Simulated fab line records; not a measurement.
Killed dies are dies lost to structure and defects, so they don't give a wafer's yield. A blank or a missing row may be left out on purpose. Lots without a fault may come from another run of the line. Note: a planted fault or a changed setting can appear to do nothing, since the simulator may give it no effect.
What tool caused it? :: flow ritCmos :: 14 lots with 42 wafers sampled at 2 steps, on a route of 202 steps

== WHAT THE GAUGES READ, wafer by wafer ==
RIT_M1_CD_MEAS_90: the cd target is 2600 nm.
lot: L422
measured: day 3 18:28
on: cdSem-01
cdNm (nm): 2601.4 2602.8 2603.0

lot: L424
measured: day 4 03:42
on: cdSem-02
cdNm (nm): 2597.3 2597.2 2597.1

lot: L425
measured: day 4 10:37
on: cdSem-02
cdNm (nm): 2598.0 2600.3 2597.8

lot: L426
measured: day 4 16:53
on: cdSem-02
cdNm (nm): 2601.3 2603.0 2600.3

lot: L427
measured: day 4 19:23
on: cdSem-01
cdNm (nm): 2601.5 2601.1 2600.2

lot: L431
measured: day 5 11:42
on: cdSem-01
cdNm (nm): 2599.2 2614.3 2598.1

lot: L432
measured: day 5 15:58
on: cdSem-02
cdNm (nm): 2603.8 2603.7 2601.2

lot: L434
measured: day 6 01:03
on: cdSem-01
cdNm (nm): 2601.4 2612.3 2612.2

lot: L436
measured: day 6 07:39
on: cdSem-02
cdNm (nm): 2597.8 2596.8 2597.5

lot: L438
measured: day 6 21:52
on: cdSem-01
cdNm (nm): 2599.7 2599.8 2598.8

lot: L440
measured: day 7 07:19
on: cdSem-02
cdNm (nm): 2605.3 2603.1 2600.8

lot: L442
measured: day 7 15:45
on: cdSem-02
cdNm (nm): 2598.3 2597.9 2597.0

lot: L443
measured: day 7 23:27
on: cdSem-01
cdNm (nm): 2600.7 2600.2 2599.8

lot: L445
measured: day 8 12:38
on: cdSem-01
cdNm (nm): 2597.9 2598.6 2599.4

== EACH LOT AND THE TOOL THAT RAN IT (in order: tool; ch and the chambers of the sampled wafers; start) ==
lot: L422
RIT_M1_METAL_ETCH_12: rieMetal-02 ch 0,1, day 3 17:58

lot: L424
RIT_M1_METAL_ETCH_12: rieMetal-03 ch 0,1, day 4 03:11

lot: L425
RIT_M1_METAL_ETCH_12: rieMetal-02 ch 0, day 4 10:01

lot: L426
RIT_M1_METAL_ETCH_12: rieMetal-04 ch 0,1, day 4 16:23

lot: L427
RIT_M1_METAL_ETCH_12: rieMetal-03 ch 0,1, day 4 18:52

lot: L431
RIT_M1_METAL_ETCH_12: rieMetal-02 ch 0,1, day 5 11:11

lot: L432
RIT_M1_METAL_ETCH_12: rieMetal-04 ch 0,1, day 5 15:28

lot: L434
RIT_M1_METAL_ETCH_12: rieMetal-02 ch 0,1, day 6 00:33

lot: L436
RIT_M1_METAL_ETCH_12: rieMetal-03 ch 0,1, day 6 07:07

lot: L438
RIT_M1_METAL_ETCH_12: rieMetal-03 ch 0,1, day 6 21:20

lot: L440
RIT_M1_METAL_ETCH_12: rieMetal-03 ch 0,1, day 7 06:47

lot: L442
RIT_M1_METAL_ETCH_12: rieMetal-04 ch 0,1, day 7 15:15

lot: L443
RIT_M1_METAL_ETCH_12: rieMetal-03 ch 0,1, day 7 22:52

lot: L445
RIT_M1_METAL_ETCH_12: rieMetal-04 ch 0,1, day 8 12:07
- RIT_M1_METAL_ETCH_12: etches Al in Cl2/BCl3, stops on SiO2, time 165 s, target depth 600 nm.

== WHAT THE TOOLS THEMSELVES READ (means of the sampled wafers that have a number; where no wafer has one, the mark that the record gives instead) ==
RIT_M1_METAL_ETCH_12.
lot: L422
tool: rieMetal-02
drypumpMotorCurrentA (A): 5.6
oesProductAu (a.u.): 0.779
runLengthS (s): 192.8
throttleValvePct (%): 8.25

lot: L424
tool: rieMetal-03
drypumpMotorCurrentA (A): 4.9
oesProductAu (a.u.): 0.778
runLengthS (s): 193.1
throttleValvePct (%): 8.31

lot: L425
tool: rieMetal-02
drypumpMotorCurrentA (A): 5.9
oesProductAu (a.u.): 0.780
runLengthS (s): 195.6
throttleValvePct (%): 8.24

lot: L426
tool: rieMetal-04
drypumpMotorCurrentA (A): 5.7
oesProductAu (a.u.): 0.786
runLengthS (s): 192.5
throttleValvePct (%): 8.32

lot: L427
tool: rieMetal-03
drypumpMotorCurrentA (A): 4.9
oesProductAu (a.u.): 0.773
runLengthS (s): 193.4
throttleValvePct (%): 8.30

lot: L431
tool: rieMetal-02
drypumpMotorCurrentA (A): 5.2
oesProductAu (a.u.): 0.863
runLengthS (s): 164.0
throttleValvePct (%): 8.24

lot: L432
tool: rieMetal-04
drypumpMotorCurrentA (A): 5.6
oesProductAu (a.u.): 0.781
runLengthS (s): 192.7
throttleValvePct (%): 8.33

lot: L434
tool: rieMetal-02
drypumpMotorCurrentA (A): 5.6
oesProductAu (a.u.): 0.931
runLengthS (s): 133.6
throttleValvePct (%): 8.22

lot: L436
tool: rieMetal-03
drypumpMotorCurrentA (A): 4.9
oesProductAu (a.u.): 0.781
runLengthS (s): 193.4
throttleValvePct (%): 8.31

lot: L438
tool: rieMetal-03
drypumpMotorCurrentA (A): 4.8
oesProductAu (a.u.): 0.771
runLengthS (s): 193.3
throttleValvePct (%): 8.29

lot: L440
tool: rieMetal-03
drypumpMotorCurrentA (A): 4.9
oesProductAu (a.u.): 0.777
runLengthS (s): 193.0
throttleValvePct (%): 8.31

lot: L442
tool: rieMetal-04
drypumpMotorCurrentA (A): 5.7
oesProductAu (a.u.): 0.783
runLengthS (s): 192.7
throttleValvePct (%): 8.32

lot: L443
tool: rieMetal-03
drypumpMotorCurrentA (A): 4.9
oesProductAu (a.u.): 0.770
runLengthS (s): 193.1
throttleValvePct (%): 8.30

lot: L445
tool: rieMetal-04
drypumpMotorCurrentA (A): 5.5
oesProductAu (a.u.): 0.782
runLengthS (s): 192.6
throttleValvePct (%): 8.34

== THE ANSWER, worked out from the rows above alone ==
Rule: usual is defined by the lots themselves. Put in order of their means at a reading, lots are off if they are a third of the lots or fewer, leave a main group of 4 or more, and stand apart from it by a gap of 3 or more times the standard deviation of the main group's means; of several such gaps the widest counts. A main group whose means are all the same, to the digits that the tables above print for the reading, isn't used. Also off: a lot with no number at a reading for which 4 or more lots have one. Any other lot the step has rows for is counted as sound. The gauges are gone through in route order, then the tools' own readings, and for those a lot's mean is taken as printed above. At the first step where some lot is off, the reading lying furthest off is the one used; lots without a number count as furthest.
Off: L431, L434, at RIT_M1_METAL_ETCH_12 (runLengthS). Mean 193.2 s and standard deviation 0.79 in the main group.
A tool fits if, at that step or a process step before it, it ran every lot that is off, and no sound lot after the first of them. One candidate fits, namely rieMetal-02 at RIT_M1_METAL_ETCH_12. Its last sound lot is L425 (day 4 10:01), its first lot that is off L431 (day 5 11:11): a fault that began between those two fits.
The tool's own readings at RIT_M1_METAL_ETCH_12 bear it out: on the lots that are off they differ by more than 5 times the standard deviation of the sound lots' means. oesProductAu reads 0.897 a.u. there against 0.778 a.u. on the sound lots; runLengthS reads 148.8 s there against 193.2 s on the sound lots.

== WHAT THE SIMULATOR HAD INSERTED ==
rieMetal-02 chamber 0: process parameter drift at RIT_M1_METAL_ETCH_12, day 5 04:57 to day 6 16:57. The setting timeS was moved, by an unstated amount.
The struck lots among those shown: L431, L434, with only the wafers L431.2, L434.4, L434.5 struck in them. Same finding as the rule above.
